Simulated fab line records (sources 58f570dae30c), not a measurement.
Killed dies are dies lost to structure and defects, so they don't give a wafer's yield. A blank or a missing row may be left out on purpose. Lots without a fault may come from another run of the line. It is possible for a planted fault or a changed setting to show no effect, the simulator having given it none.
Which of the tools did it? -- flow berkeley-cmos170 -- Sampling: 13 lots, 39 wafers, 4 of 331 route steps

## WHAT THE GAUGES SHOWED, per wafer
UCB170_ACTIVE_OVL_MEAS_14. Usual: for ACTIVE_OVL the level is -1 nm and the standard deviation is 5.
lot,measured,on,ACTIVE_OVL (nm),flag
L784,day 4 04:04,overlay-01,-3 5 -3,
L786,day 4 13:30,overlay-01,-1 -1 0,
L785,day 4 13:37,overlay-02,-6 -1 -7,
L787,day 4 17:43,overlay-01,7 9 4,
L788,day 4 18:49,overlay-01,-1 -2 -4,
L794,day 6 02:34,overlay-01,102 92 95,OFF
L798,day 6 19:24,overlay-01,91 84 91,OFF
L797,day 6 19:37,overlay-02,100 96 98,OFF
L801,day 7 18:51,overlay-02,-3 -2 -4,
L800,day 8 01:15,overlay-02,88 88 79,OFF
L802,day 8 01:32,overlay-01,1 0 -3,
L806,day 8 23:14,overlay-02,1 1 -8,
L807,day 9 12:59,overlay-02,2 -1 -2,

UCB170_PVT_TW_MEAS_09. Usual: for PVT_TW the level is 508 and the standard deviation is 5.1.
lot,measured,on,PVT_TW,flag
L784,day 5 13:08,film-metro-01,501 502 502,
L786,day 5 19:47,film-metro-01,501 498 502,
L785,day 5 19:31,film-metro-04,512 512 512,
L787,day 6 00:03,film-metro-01,502 501 501,
L788,day 6 00:16,film-metro-03,512 506 512,
L794,day 7 14:47,film-metro-01,503 503 502,
L798,day 8 12:22,film-metro-04,515 511 512,
L797,day 8 12:37,film-metro-01,505 500 503,
L801,day 9 12:50,film-metro-03,507 509 509,
L800,day 9 12:55,film-metro-04,516 515 512,
L802,day 9 13:10,film-metro-01,505 509 507,
L806,day 10 09:46,film-metro-04,513 514 515,
L807,day 11 04:59,film-metro-04,513 513 510,

UCB170_GATE_THK_MEAS_05. Usual: for GATE_POLY_THK the level is 213.4 nm and the standard deviation is 1.6.
lot,measured,on,GATE_POLY_THK (nm),flag
L784,day 5 23:40,film-metro-01,212.7 214.0 214.8,
L786,day 6 06:32,film-metro-01,214.1 213.6 212.5,
L785,day 6 06:33,film-metro-04,213.4 215.2 215.1,
L787,day 6 10:34,film-metro-01,217.2 218.5 217.9,
L788,day 6 10:34,film-metro-02,214.3 214.5 213.8,
L794,day 8 09:02,film-metro-02,212.5 214.0 213.4,
L798,day 9 02:05,film-metro-01,215.1 213.5 212.3,
L797,day 9 02:05,film-metro-02,214.8 213.8 215.0,
L801,day 10 01:41,film-metro-01,209.9 211.0 210.1,
L800,day 10 01:38,film-metro-04,213.7 212.3 212.1,
L802,day 10 01:38,film-metro-01,213.4 213.3 212.9,
L806,day 10 20:14,film-metro-01,213.4 213.2 213.1,
L807,day 11 18:50,film-metro-01,215.7 215.2 215.2,

## EACH LOT AND THE TOOL THAT RAN IT (in order: tool; ch and the chambers of the sampled wafers; start)
lot,UCB170_ACTIVE_EXPOSE_10
L784,"krf-scanner-02 ch 0, day 4 03:22"
L786,"krf-scanner-01 ch 0, day 4 12:38"
L785,"krf-scanner-02 ch 0, day 4 12:54"
L787,"krf-scanner-02 ch 0, day 4 17:13"
L788,"krf-scanner-02 ch 0, day 4 18:17"
L794,"krf-scanner-01 ch 0, day 6 02:05"
L798,"krf-scanner-01 ch 0, day 6 18:46"
L797,"krf-scanner-01 ch 0, day 6 18:53"
L801,"krf-scanner-02 ch 0, day 7 18:04"
L800,"krf-scanner-01 ch 0, day 8 00:46"
L802,"krf-scanner-02 ch 0, day 8 01:01"
L806,"krf-scanner-02 ch 0, day 8 22:43"
L807,"krf-scanner-02 ch 0, day 9 12:31"
- UCB170_ACTIVE_EXPOSE_10: exposes mask ACTIVE, target cd 1200 nm.

## AS READ BY THE TOOLS THEMSELVES (means over the sampled wafers that have a number; for cases with no such wafer, the mark the record gives instead)
The record holds no such reading with a usual standard deviation.

## THE ANSWER, worked out from the rows above alone
Rule: a lot counts as off when the mean over its wafers that have a number is more than 3 standard deviations away from the usual mean. Also off: a lot with no number at a reading for which 4 or more lots have one. Any other lot the step has rows for is counted as sound. First the gauges in route order, then the tools' own readings, where a lot's mean is used as printed above. The first step at which some lot is off is used, and at that step the reading that is off furthest; a lot without a number counts as furthest.
Off: L794, L798, L797, L800, at UCB170_ACTIVE_OVL_MEAS_14 (ACTIVE_OVL).
A tool fits if, at a process step before that reading, it ran every lot that is off, and no sound lot after the first of them. Gauges at UCB170_ACTIVE_OVL_MEAS_14: tried the same way as those tools. One candidate fits, namely krf-scanner-01 at UCB170_ACTIVE_EXPOSE_10. Its last sound lot is L786 (day 4 12:38), its first lot that is off L794 (day 6 02:05): a fault that began between those two fits.

## WHAT WAS PUT IN BY THE SIMULATOR
Scanner matching overlay: krf-scanner-01, from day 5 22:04 on, at UCB170_ACTIVE_EXPOSE_10. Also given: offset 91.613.
Struck lots among those shown: L794, L798, L797, L800. The same result came from the rule above.
